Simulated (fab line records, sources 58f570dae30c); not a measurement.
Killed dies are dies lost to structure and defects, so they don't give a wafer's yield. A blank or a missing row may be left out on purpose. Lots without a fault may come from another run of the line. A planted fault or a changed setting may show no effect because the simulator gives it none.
One fault seen from 2 desks | flow berkeley_cmos170 | each desk has only its own numbers; what lay behind them comes last

THE TOOL OWNER'S DESK: litho_track-01
The tool's own readings at UCB170_GATE_DEVELOP_11 (develop time 45 s): means of the sampled wafers that have a number, for each lot that ran on this tool. A lot is out of limits, marked OUT, if its mean lies more than 4 standard deviations from the usual mean; the brackets give that distance.
Columns: A = developer_temp_C at UCB170_GATE_DEVELOP_11, usual 21.00 C
lot  | first seen here | A
L142 | day 6 13:00     | 20.97
L145 | day 7 02:00     | 20.92
L148 | day 7 06:00     | 20.87
L149 | day 8 02:00     | 18.92 (-21) OUT
L152 | day 8 06:00     | 18.87 (-21) OUT
L153 | day 8 06:00     | 18.92 (-21) OUT
This desk's finding: out of limits on L149, L152, L153; first on L149, day 8 02:00 (developer_temp_C at UCB170_GATE_DEVELOP_11). In limits: L142, L145, L148.

THE METROLOGY DESK
What the gauges read, lot by lot, whatever tool the lot ran on: means of the sampled wafers that have a number. A lot is out of limits, marked OUT, if its mean lies more than 4 standard deviations from the usual mean; the brackets give that distance.
Columns: A = PWELL_OXIDE_THK at UCB170_PWELL_THK_MEAS_03, usual 26.4 nm; B = FIELD_OXIDE_LEFT_2_THK at UCB170_FIELD_THK_MEAS_91, usual 351 nm; C = GATE_OVL at UCB170_GATE_OVL_MEAS_13, usual 3 nm
lot  | first seen here | A    | B   | C
L141 | day 2 22:14     | 26.1 | 350 | -4
L143 | day 3 02:04     | 26.7 | 344 | 1
L142 | day 3 02:07     | 26.1 | 347 | 3
L145 | day 3 13:11     | 25.8 | 347 | 4
L148 | day 4 03:14     | 26.6 | 355 | 3
L149 | day 4 11:59     | 26.5 | 373 | 10
L152 | day 4 23:36     | 26.4 | 348 | 7
L153 | day 4 23:37     | 26.6 | 360 | 6
L157 | day 6 00:23     | 26.5 | 349 | 11
L158 | day 6 10:28     | 27.0 | 349 | 7
L160 | day 6 21:22     | 27.2 | 354 | -8
L159 | day 6 21:23     | 26.4 | 356 | -6
L163 | day 7 06:38     | 26.3 | 349 | 1
L162 | day 7 06:40     | 26.8 | 344 | 2
L164 | day 7 13:17     | 25.6 | 350 | 2
This desk's finding: nothing out of limits on any of the 15 lots.

PUT TOGETHER
The tool owner's desk could have raised an alarm at day 8 02:00, on L149, L152, L153.
The metrology desk saw nothing out of limits.
The metrology desk has L149, L152, L153 on record, within its limits.
Of the lots named, all ran UCB170_GATE_DEVELOP_11 on litho_track-01.

WHAT THE SIMULATOR HAD PUT IN
Process parameter drift: litho_track-01, from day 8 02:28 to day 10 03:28, at UCB170_GATE_DEVELOP_11. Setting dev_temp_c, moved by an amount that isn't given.
Lots struck among those shown: L149, L152, L153.
